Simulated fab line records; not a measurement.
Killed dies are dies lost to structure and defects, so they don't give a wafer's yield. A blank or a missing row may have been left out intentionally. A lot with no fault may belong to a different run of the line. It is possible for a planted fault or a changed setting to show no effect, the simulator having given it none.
fab line records / flow rit_cmos
record lots=6 wafers=18 last_day=8
route steps=202 shown ACTIVE@3 M1@202
lots with no fault: from the same line, run without faults
start_h: start of the lot's first displayed wafer, in hours after the record's first day / wait_h: time in hours since the lot's previous step / " identical to the entry in the row above / L1.1+2: a single row standing in for several wafers / - no value, or no start given / * or withheld: withheld / < > ~ a bound
route shown NAME@n: names a module that has steps shown in the file, with the first one's number in the route / usual: the fault-free wafers' mean and standard deviation / same: alike in all rows / chamber/n: place in a boat / sites: each site's reading / _std_site: their standard deviation / _edge_site: the outer-site mean with the inner-site mean subtracted / radius_mm: for every site, how far away it sits from the centre of the wafer / mask NAME#n: copy n / behind: tool/chamber where the wafer was last shaped / hold: reason for holding the lot/hours on hold/outcome of the hold / device: the n, p or np transistor that did not switch / end of line: at the end of the route, the tests of the same wafers / a step without rows: its recipe alone / killed: dies lost to structure and defects at the first sort, not the wafer's yield / map: shows each die of a wafer: x if killed, . if not, _ if none is there
set.NAME: the setting that was run; set.NAME@STEP: the one run at that earlier step / model.NAME: the simulator's own value behind a step, which no gauge read
certain route steps with their lots: each step a table, each wafer a row
services: the hour from which a tool's chamber was out of use, counted from the record's first day as start_h (under 0 if before that day), plus the number of hours and why
## steps
# step RIT_ACTIVE_THK_MEAS_02
# recipe reads=SiO2_of_ACTIVE_OXIDATION_01
# usual ACTIVE_OXIDE_THK=47.1/1
lot.wafer=L736.1 tool=film_metro-03 chamber=- start_h=38.02 wait_h=0.0 ACTIVE_OXIDE_THK[nm]=45.7
lot.wafer=L736.4 tool=film_metro-03 chamber=- start_h=38.02 wait_h=0.0 ACTIVE_OXIDE_THK[nm]=46.2
lot.wafer=L736.5 tool=film_metro-03 chamber=- start_h=38.02 wait_h=0.0 ACTIVE_OXIDE_THK[nm]=45.9
lot.wafer=L738.1 tool=film_metro-04 chamber=- start_h=47.21 wait_h=0.0 ACTIVE_OXIDE_THK[nm]=48.8
lot.wafer=L738.2 tool=film_metro-04 chamber=- start_h=47.21 wait_h=0.0 ACTIVE_OXIDE_THK[nm]=48.1
lot.wafer=L738.6 tool=film_metro-04 chamber=- start_h=47.21 wait_h=0.0 ACTIVE_OXIDE_THK[nm]=48.1
lot.wafer=L739.1 tool=film_metro-01 chamber=- start_h=52.59 wait_h=0.0 ACTIVE_OXIDE_THK[nm]=48.1
lot.wafer=L739.5 tool=film_metro-01 chamber=- start_h=52.59 wait_h=0.0 ACTIVE_OXIDE_THK[nm]=48.7
lot.wafer=L739.6 tool=film_metro-01 chamber=- start_h=52.59 wait_h=0.0 ACTIVE_OXIDE_THK[nm]=47.9
lot.wafer=L742.1 tool=film_metro-03 chamber=- start_h=67.08 wait_h=0.0 ACTIVE_OXIDE_THK[nm]=47.8
lot.wafer=L742.3 tool=film_metro-03 chamber=- start_h=67.08 wait_h=0.0 ACTIVE_OXIDE_THK[nm]=47.0
lot.wafer=L742.4 tool=film_metro-03 chamber=- start_h=67.08 wait_h=0.0 ACTIVE_OXIDE_THK[nm]=46.4
lot.wafer=L753.1 tool=film_metro-04 chamber=- start_h=122.57 wait_h=0.0 ACTIVE_OXIDE_THK[nm]=46.7
lot.wafer=L753.2 tool=film_metro-04 chamber=- start_h=122.57 wait_h=0.0 ACTIVE_OXIDE_THK[nm]=46.2
lot.wafer=L753.3 tool=film_metro-04 chamber=- start_h=122.57 wait_h=0.0 ACTIVE_OXIDE_THK[nm]=46.4
lot.wafer=L754.2 tool=film_metro-04 chamber=- start_h=128.32 wait_h=0.0 ACTIVE_OXIDE_THK[nm]=46.9
lot.wafer=L754.3 tool=film_metro-04 chamber=- start_h=128.32 wait_h=0.0 ACTIVE_OXIDE_THK[nm]=46.5
lot.wafer=L754.5 tool=film_metro-04 chamber=- start_h=128.32 wait_h=0.0 ACTIVE_OXIDE_THK[nm]=47.1
# step RIT_ACTIVE_CVD_03
# recipe material=Si3N4 target_thk_nm=150 temp_c=810 precursor=SiH2Cl2/NH3 time_s=1500 pressure_mtorr=300 sih2cl2_flow_sccm=60 nh3_flow_sccm=150
# step RIT_ACTIVE_THK_MEAS_04
# recipe reads=Si3N4_of_ACTIVE_CVD_03
# usual ACTIVE_NITRIDE_THK=149.9/1.5
lot.wafer=L736.1 tool=film_metro-03 chamber=- start_h=41.39 wait_h=0.0 ACTIVE_NITRIDE_THK[nm]=148.7
lot.wafer=L736.4 tool=film_metro-03 chamber=- start_h=41.39 wait_h=0.0 ACTIVE_NITRIDE_THK[nm]=149.3
lot.wafer=L736.5 tool=film_metro-03 chamber=- start_h=41.39 wait_h=0.0 ACTIVE_NITRIDE_THK[nm]=148.1
lot.wafer=L738.1 tool=film_metro-01 chamber=- start_h=48.68 wait_h=0.0 ACTIVE_NITRIDE_THK[nm]=149.6
lot.wafer=L738.2 tool=film_metro-01 chamber=- start_h=48.68 wait_h=0.0 ACTIVE_NITRIDE_THK[nm]=149.3
lot.wafer=L738.6 tool=film_metro-01 chamber=- start_h=48.68 wait_h=0.0 ACTIVE_NITRIDE_THK[nm]=146.5
lot.wafer=L739.1 tool=film_metro-04 chamber=- start_h=54.07 wait_h=0.0 ACTIVE_NITRIDE_THK[nm]=149.2
lot.wafer=L739.5 tool=film_metro-04 chamber=- start_h=54.07 wait_h=0.0 ACTIVE_NITRIDE_THK[nm]=147.7
lot.wafer=L739.6 tool=film_metro-04 chamber=- start_h=54.07 wait_h=0.0 ACTIVE_NITRIDE_THK[nm]=149.6
lot.wafer=L742.1 tool=film_metro-04 chamber=- start_h=68.55 wait_h=0.0 ACTIVE_NITRIDE_THK[nm]=149.3
lot.wafer=L742.3 tool=film_metro-04 chamber=- start_h=68.55 wait_h=0.0 ACTIVE_NITRIDE_THK[nm]=147.3
lot.wafer=L742.4 tool=film_metro-04 chamber=- start_h=68.55 wait_h=0.0 ACTIVE_NITRIDE_THK[nm]=148.2
lot.wafer=L753.1 tool=film_metro-03 chamber=- start_h=124.05 wait_h=0.0 ACTIVE_NITRIDE_THK[nm]=151.2
lot.wafer=L753.2 tool=film_metro-03 chamber=- start_h=124.05 wait_h=0.0 ACTIVE_NITRIDE_THK[nm]=151.3
lot.wafer=L753.3 tool=film_metro-03 chamber=- start_h=124.05 wait_h=0.0 ACTIVE_NITRIDE_THK[nm]=150.5
lot.wafer=L754.2 tool=film_metro-01 chamber=- start_h=130.50 wait_h=0.0 ACTIVE_NITRIDE_THK[nm]=150.6
lot.wafer=L754.3 tool=film_metro-01 chamber=- start_h=130.50 wait_h=0.0 ACTIVE_NITRIDE_THK[nm]=149.7
lot.wafer=L754.5 tool=film_metro-01 chamber=- start_h=130.50 wait_h=0.0 ACTIVE_NITRIDE_THK[nm]=151.4
# step RIT_ACTIVE_HMDS_05
# recipe prime_time_s=60 prime_temp_c=140
# step RIT_ACTIVE_COAT_06
# recipe resist=NOVOLAK spin_rpm=3250 resist_thk_nm=1000
# step RIT_ACTIVE_SOFTBAKE_07
# recipe resist=NOVOLAK temp_c=90 time_s=60
# step RIT_ACTIVE_EXPOSE_08
# recipe mask_id=M1 na=0.6 source_shape=conventional sigma_outer=0.6 target_cd_nm=1400 dose_mj=225
# step RIT_ACTIVE_PEB_09
# recipe resist=NOVOLAK temp_c=withheld time_s=withheld
# step RIT_ACTIVE_DEVELOP_10
# recipe resist=NOVOLAK develop_time_s=50 dev_temp_c=23
# step RIT_ACTIVE_CD_MEAS_11
# recipe target_cd_nm=1400
# usual cd_nm=1399.6/1.9
lot.wafer=L736.1 tool=cd_sem-02 chamber=- start_h=42.89 wait_h=- cd_nm=1397.0
lot.wafer=L736.4 tool=cd_sem-02 chamber=- start_h=42.89 wait_h=- cd_nm=1397.8
lot.wafer=L736.5 tool=cd_sem-02 chamber=- start_h=42.89 wait_h=- cd_nm=1397.0
lot.wafer=L738.1 tool=cd_sem-01 chamber=- start_h=49.72 wait_h=- cd_nm=1398.3
lot.wafer=L738.2 tool=cd_sem-01 chamber=- start_h=49.72 wait_h=- cd_nm=1400.4
lot.wafer=L738.6 tool=cd_sem-01 chamber=- start_h=49.72 wait_h=- cd_nm=1397.8
lot.wafer=L739.1 tool=cd_sem-02 chamber=- start_h=55.10 wait_h=- cd_nm=1399.7
lot.wafer=L739.5 tool=cd_sem-02 chamber=- start_h=55.10 wait_h=- cd_nm=1400.5
lot.wafer=L739.6 tool=cd_sem-02 chamber=- start_h=55.10 wait_h=- cd_nm=1400.0
lot.wafer=L742.1 tool=cd_sem-01 chamber=- start_h=69.59 wait_h=- cd_nm=1400.9
lot.wafer=L742.3 tool=cd_sem-01 chamber=- start_h=69.59 wait_h=- cd_nm=1402.8
lot.wafer=L742.4 tool=cd_sem-01 chamber=- start_h=69.59 wait_h=- cd_nm=1398.3
lot.wafer=L753.1 tool=cd_sem-02 chamber=- start_h=125.09 wait_h=- cd_nm=1397.7
lot.wafer=L753.2 tool=cd_sem-02 chamber=- start_h=125.09 wait_h=- cd_nm=1397.9
lot.wafer=L753.3 tool=cd_sem-02 chamber=- start_h=125.09 wait_h=- cd_nm=1399.7
lot.wafer=L754.2 tool=cd_sem-01 chamber=- start_h=131.55 wait_h=- cd_nm=1400.3
lot.wafer=L754.3 tool=cd_sem-01 chamber=- start_h=131.55 wait_h=- cd_nm=1401.0
lot.wafer=L754.5 tool=cd_sem-01 chamber=- start_h=131.55 wait_h=- cd_nm=1402.2
# step RIT_ACTIVE_HARDBAKE_12
# recipe resist=NOVOLAK temp_c=140 time_s=60
# step RIT_ACTIVE_ETCH_13
# recipe stop_on=SiO2 chemistry=SF6 target=Si3N4 time_s=210 over_etch_frac=0.4 SF6_flow_sccm=200 pressure_mtorr=260 rf_w=125 target_depth_a=2100
# usual drypump_motor_current_A=5.8/0.62 oes_product_au=0.821/0.013 throttle_valve_pct=7.52/0.12
lot.wafer=L736.1 tool=rie_diel-03 chamber=1 start_h=43.16 wait_h=0.1 drypump_motor_current_A=6.2 oes_product_au=0.801 rf_hours_counter_h=116 throttle_valve_pct=7.70
lot.wafer=L736.4 tool=rie_diel-03 chamber=0 start_h=43.16 wait_h=0.1 drypump_motor_current_A=5.8 oes_product_au=0.813 rf_hours_counter_h=60 throttle_valve_pct=7.59
lot.wafer=L736.5 tool=rie_diel-03 chamber=2 start_h=43.16 wait_h=0.1 drypump_motor_current_A=6.5 oes_product_au=0.805 rf_hours_counter_h=- throttle_valve_pct=7.54
lot.wafer=L738.1 tool=rie_diel-03 chamber=2 start_h=49.99 wait_h=0.1 drypump_motor_current_A=6.6 oes_product_au=0.821 rf_hours_counter_h=65 throttle_valve_pct=7.52
lot.wafer=L738.2 tool=rie_diel-03 chamber=3 start_h=49.99 wait_h=0.1 drypump_motor_current_A=4.9 oes_product_au=0.821 rf_hours_counter_h=140 throttle_valve_pct=7.44
lot.wafer=L738.6 tool=rie_diel-03 chamber=2 start_h=49.99 wait_h=0.1 drypump_motor_current_A=6.6 oes_product_au=0.806 rf_hours_counter_h=- throttle_valve_pct=7.55
lot.wafer=L739.1 tool=rie_diel-01 chamber=2 start_h=55.37 wait_h=0.1 drypump_motor_current_A=5.2 oes_product_au=0.800 rf_hours_counter_h=49 throttle_valve_pct=7.54
lot.wafer=L739.5 tool=rie_diel-01 chamber=1 start_h=55.37 wait_h=0.1 drypump_motor_current_A=6.4 oes_product_au=0.824 rf_hours_counter_h=- throttle_valve_pct=7.29
lot.wafer=L739.6 tool=rie_diel-01 chamber=2 start_h=55.37 wait_h=0.1 drypump_motor_current_A=5.2 oes_product_au=0.793 rf_hours_counter_h=- throttle_valve_pct=7.53
lot.wafer=L742.1 tool=rie_diel-04 chamber=1 start_h=69.86 wait_h=0.1 drypump_motor_current_A=6.5 oes_product_au=0.826 rf_hours_counter_h=91 throttle_valve_pct=7.43
lot.wafer=L742.3 tool=rie_diel-04 chamber=3 start_h=69.86 wait_h=0.1 drypump_motor_current_A=6.2 oes_product_au=0.824 rf_hours_counter_h=2 throttle_valve_pct=7.65
lot.wafer=L742.4 tool=rie_diel-04 chamber=2 start_h=69.86 wait_h=0.1 drypump_motor_current_A=6.2 oes_product_au=0.814 rf_hours_counter_h=9 throttle_valve_pct=7.46
lot.wafer=L753.1 tool=rie_diel-01 chamber=0 start_h=125.36 wait_h=0.1 drypump_motor_current_A=4.9 oes_product_au=0.841 rf_hours_counter_h=119 throttle_valve_pct=7.55
lot.wafer=L753.2 tool=rie_diel-01 chamber=2 start_h=125.36 wait_h=0.1 drypump_motor_current_A=5.2 oes_product_au=0.804 rf_hours_counter_h=51 throttle_valve_pct=7.56
lot.wafer=L753.3 tool=rie_diel-01 chamber=3 start_h=125.36 wait_h=0.1 drypump_motor_current_A=5.9 oes_product_au=0.826 rf_hours_counter_h=151 throttle_valve_pct=7.62
lot.wafer=L754.2 tool=rie_diel-03 chamber=1 start_h=131.80 wait_h=0.1 drypump_motor_current_A=6.2 oes_product_au=0.802 rf_hours_counter_h=118 throttle_valve_pct=7.71
lot.wafer=L754.3 tool=rie_diel-03 chamber=0 start_h=131.80 wait_h=0.1 drypump_motor_current_A=5.8 oes_product_au=0.809 rf_hours_counter_h=62 throttle_valve_pct=7.60
lot.wafer=L754.5 tool=rie_diel-03 chamber=3 start_h=131.80 wait_h=0.1 drypump_motor_current_A=4.9 oes_product_au=0.824 rf_hours_counter_h=- throttle_valve_pct=7.45
# step RIT_ACTIVE_STRIP_14
# recipe chemistry=O2 time_s=180 resist=NOVOLAK platen_temp_c=withheld power_w=500 pressure_mtorr=4000 o2_flow_sccm=4000
# usual chamber_pressure_mTorr=4001/3.9 drypump_motor_current_A=5.57/0.28 o2_flow_sccm=4000/13
lot.wafer=L736.1 tool=plasma_asher-01 chamber=0 start_h=43.30 wait_h=0.1 chamber_pressure_mTorr=3997 drypump_motor_current_A=5.54 o2_flow_sccm=4005 rf_hours_counter_h=25
lot.wafer=L736.4 tool=plasma_asher-01 chamber=0 start_h=43.30 wait_h=0.1 chamber_pressure_mTorr=4001 drypump_motor_current_A=5.54 o2_flow_sccm=3989 rf_hours_counter_h=-
lot.wafer=L736.5 tool=plasma_asher-01 chamber=0 start_h=43.30 wait_h=0.1 chamber_pressure_mTorr=3996 drypump_motor_current_A=5.55 o2_flow_sccm=3989 rf_hours_counter_h=-
lot.wafer=L738.1 tool=plasma_asher-01 chamber=1 start_h=50.12 wait_h=0.1 chamber_pressure_mTorr=3997 drypump_motor_current_A=4.99 o2_flow_sccm=3998 rf_hours_counter_h=26
lot.wafer=L738.2 tool=plasma_asher-01 chamber=0 start_h=50.12 wait_h=0.1 chamber_pressure_mTorr=4003 drypump_motor_current_A=5.54 o2_flow_sccm=4009 rf_hours_counter_h=26
lot.wafer=L738.6 tool=plasma_asher-01 chamber=1 start_h=50.12 wait_h=0.1 chamber_pressure_mTorr=4004 drypump_motor_current_A=4.98 o2_flow_sccm=3996 rf_hours_counter_h=-
lot.wafer=L739.1 tool=plasma_asher-01 chamber=0 start_h=55.51 wait_h=0.1 chamber_pressure_mTorr=3998 drypump_motor_current_A=5.55 o2_flow_sccm=4021 rf_hours_counter_h=26
lot.wafer=L739.5 tool=plasma_asher-01 chamber=0 start_h=55.51 wait_h=0.1 chamber_pressure_mTorr=3998 drypump_motor_current_A=5.53 o2_flow_sccm=3993 rf_hours_counter_h=-
lot.wafer=L739.6 tool=plasma_asher-01 chamber=1 start_h=55.51 wait_h=0.1 chamber_pressure_mTorr=3997 drypump_motor_current_A=4.97 o2_flow_sccm=4022 rf_hours_counter_h=-
lot.wafer=L742.1 tool=plasma_asher-02 chamber=0 start_h=69.99 wait_h=0.1 chamber_pressure_mTorr=3998 drypump_motor_current_A=5.50 o2_flow_sccm=4017 rf_hours_counter_h=44
lot.wafer=L742.3 tool=plasma_asher-02 chamber=1 start_h=69.99 wait_h=0.1 chamber_pressure_mTorr=4000 drypump_motor_current_A=5.62 o2_flow_sccm=4008 rf_hours_counter_h=-
lot.wafer=L742.4 tool=plasma_asher-02 chamber=0 start_h=69.99 wait_h=0.1 chamber_pressure_mTorr=3999 drypump_motor_current_A=5.52 o2_flow_sccm=4016 rf_hours_counter_h=-
lot.wafer=L753.1 tool=plasma_asher-02 chamber=1 start_h=125.49 wait_h=0.1 chamber_pressure_mTorr=3995 drypump_motor_current_A=5.61 o2_flow_sccm=4007 rf_hours_counter_h=50
lot.wafer=L753.2 tool=plasma_asher-02 chamber=0 start_h=125.49 wait_h=0.1 chamber_pressure_mTorr=3196 drypump_motor_current_A=5.48 o2_flow_sccm=3990 rf_hours_counter_h=50
lot.wafer=L753.3 tool=plasma_asher-02 chamber=1 start_h=125.49 wait_h=0.1 chamber_pressure_mTorr=4004 drypump_motor_current_A=5.60 o2_flow_sccm=4002 rf_hours_counter_h=-
lot.wafer=L754.2 tool=plasma_asher-02 chamber=0 start_h=131.93 wait_h=0.1 chamber_pressure_mTorr=3202 drypump_motor_current_A=5.51 o2_flow_sccm=3996 rf_hours_counter_h=51
lot.wafer=L754.3 tool=plasma_asher-02 chamber=0 start_h=131.93 wait_h=0.1 chamber_pressure_mTorr=3203 drypump_motor_current_A=5.51 o2_flow_sccm=3978 rf_hours_counter_h=-
lot.wafer=L754.5 tool=plasma_asher-02 chamber=0 start_h=131.93 wait_h=0.1 chamber_pressure_mTorr=3203 drypump_motor_current_A=5.51 o2_flow_sccm=3995 rf_hours_counter_h=-
# step RIT_ACTIVE_CD_MEAS_90
# recipe target_cd_nm=1400
# usual cd_nm=1399.6/1.9
lot.wafer=L736.1 tool=cd_sem-02 chamber=- start_h=43.47 wait_h=0.1 cd_nm=1397.1
lot.wafer=L736.4 tool=cd_sem-02 chamber=- start_h=43.47 wait_h=0.1 cd_nm=1398.2
lot.wafer=L736.5 tool=cd_sem-02 chamber=- start_h=43.47 wait_h=0.1 cd_nm=1397.3
lot.wafer=L738.1 tool=cd_sem-02 chamber=- start_h=50.30 wait_h=0.1 cd_nm=1398.6
lot.wafer=L738.2 tool=cd_sem-02 chamber=- start_h=50.30 wait_h=0.1 cd_nm=1400.0
lot.wafer=L738.6 tool=cd_sem-02 chamber=- start_h=50.30 wait_h=0.1 cd_nm=1397.7
lot.wafer=L739.1 tool=cd_sem-01 chamber=- start_h=55.68 wait_h=0.1 cd_nm=1399.6
lot.wafer=L739.5 tool=cd_sem-01 chamber=- start_h=55.68 wait_h=0.1 cd_nm=1400.3
lot.wafer=L739.6 tool=cd_sem-01 chamber=- start_h=55.68 wait_h=0.1 cd_nm=1400.5
lot.wafer=L742.1 tool=cd_sem-01 chamber=- start_h=70.17 wait_h=0.1 cd_nm=1400.1
lot.wafer=L742.3 tool=cd_sem-01 chamber=- start_h=70.17 wait_h=0.1 cd_nm=1402.9
lot.wafer=L742.4 tool=cd_sem-01 chamber=- start_h=70.17 wait_h=0.1 cd_nm=1398.6
lot.wafer=L753.1 tool=cd_sem-02 chamber=- start_h=125.66 wait_h=0.1 cd_nm=1397.5
lot.wafer=L753.2 tool=cd_sem-02 chamber=- start_h=125.66 wait_h=0.1 cd_nm=1398.2
lot.wafer=L753.3 tool=cd_sem-02 chamber=- start_h=125.66 wait_h=0.1 cd_nm=1400.0
lot.wafer=L754.2 tool=cd_sem-02 chamber=- start_h=132.13 wait_h=0.1 cd_nm=1399.5
lot.wafer=L754.3 tool=cd_sem-02 chamber=- start_h=132.13 wait_h=0.1 cd_nm=1401.4
lot.wafer=L754.5 tool=cd_sem-02 chamber=- start_h=132.13 wait_h=0.1 cd_nm=1401.9
# step RIT_M1_PROBE_99
# usual killed_at_front_end=7/3 killed_dies=7/3 killed_open=3.4/1.8 killed_short=3.8/2.1
# same gross_dies=264 killed_at_M0_to_M3=0 killed_at_M4_up=0 killed_at_back_side=0 killed_at_contacts=0 killed_at_other=0
lot.wafer=L738.1 tool=prober-01 chamber=- start_h=95.23 wait_h=0.1 killed_at_front_end=3 killed_dies=3 killed_open=2 killed_short=1
lot.wafer=L738.2 tool=prober-01 chamber=- start_h=95.28 wait_h=0.1 killed_at_front_end=7 killed_dies=7 killed_open=5 killed_short=2
lot.wafer=L738.6 tool=prober-01 chamber=- start_h=95.48 wait_h=0.2 killed_at_front_end=1 killed_dies=1 killed_open=0 killed_short=1
lot.wafer=L742.1 tool=prober-01 chamber=- start_h=114.07 wait_h=0.1 killed_at_front_end=12 killed_dies=12 killed_open=1 killed_short=11
lot.wafer=L742.3 tool=prober-01 chamber=- start_h=114.17 wait_h=0.2 killed_at_front_end=9 killed_dies=9 killed_open=5 killed_short=4
lot.wafer=L742.4 tool=prober-01 chamber=- start_h=114.22 wait_h=0.2 killed_at_front_end=8 killed_dies=8 killed_open=4 killed_short=4
lot.wafer=L754.2 tool=prober-01 chamber=- start_h=184.83 wait_h=0.1 killed_at_front_end=10 killed_dies=10 killed_open=3 killed_short=7
lot.wafer=L754.3 tool=prober-01 chamber=- start_h=184.88 wait_h=0.2 killed_at_front_end=12 killed_dies=12 killed_open=7 killed_short=5
lot.wafer=L754.5 tool=prober-01 chamber=- start_h=184.98 wait_h=0.2 killed_at_front_end=7 killed_dies=7 killed_open=5 killed_short=2
# killed by level:class
L738.1 FOX1:geometric_particle:short=1 GATE:geometric_particle:open=1 SPACER:geometric_particle:open=1
L738.2 GATE:geometric_particle:open=4 FOX1:geometric_particle:open=1 GATE:geometric_particle:short=1 SPACER:geometric_particle:short=1
L738.6 SPACER:geometric_particle:short=1
L742.1 GATE:geometric_particle:short=4 SILICIDE:geometric_particle:short=4 FOX2:geometric_particle:short=2 FOX1:geometric_particle:short=1 GATE:geometric_particle:open=1
L742.3 GATE:geometric_particle:open=4 FOX1:geometric_particle:short=2 GATE:geometric_particle:short=2 FOX1:geometric_particle:open=1
L742.4 GATE:geometric_particle:short=3 FOX1:geometric_particle:open=1 GATE:geometric_particle:open=1 REOX:geometric_particle:open=1 SILICIDE:geometric_particle:open=1 SILICIDE:geometric_particle:short=1
L754.2 GATE:geometric_particle:short=3 FOX1:geometric_particle:short=2 SPACER:geometric_particle:open=2 GATE:geometric_particle:open=1 REOX:geometric_particle:short=1 SPACER:geometric_particle:short=1
L754.3 GATE:geometric_particle:short=3 GATE:geometric_particle:open=2 REOX:geometric_particle:open=2 FOX1:geometric_particle:open=1 FOX2:geometric_particle:short=1 SPACER:geometric_particle:open=1 SILICIDE:geometric_particle:short=1 SILICIDE:geometric_particle:open=1
L754.5 GATE:geometric_particle:open=2 SPACER:geometric_particle:open=2 SPACER:geometric_particle:short=1 SILICIDE:geometric_particle:open=1 SILICIDE:geometric_particle:short=1
## services
tool=rie_diel-04 chamber=0 start_h=42.82 hours=4.8 kind=repair
tool=rie_diel-01 chamber=- start_h=45.14 hours=0.3 kind=repair
tool=rie_diel-03 chamber=0 start_h=86.65 hours=18.1 kind=repair
tool=rie_diel-01 chamber=1 start_h=126.20 hours=4.9 kind=repair
## key
first_sign step=RIT_ACTIVE_STRIP_14 reading=chamber_pressure_mTorr direction=down sigmas=99+ usual=4001 struck=3201
effect none on later readings
met_at RIT_ACTIVE_STRIP_14
struck_wafers L753.2,L754.2,L754.3,L754.5
tester_left_out L753,L754
onset_between 69.99 125.49
fault kind=process_parameter_drift tool=plasma_asher-02 chamber=0 onset_h=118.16 steps=RIT_ACTIVE_STRIP_14 channel=pressure_mtorr offset=-800 shape=step end_h=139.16 acts_in=these_recipes_only stated=4000
# tester_left_out: of these lots the tester's yield and bins aren't shown, on N5 and GAA mostly nor the transistor test; their killed dies are dies lost to structure and defects alone, not to doping, threshold or leakage, so they don't give the yield
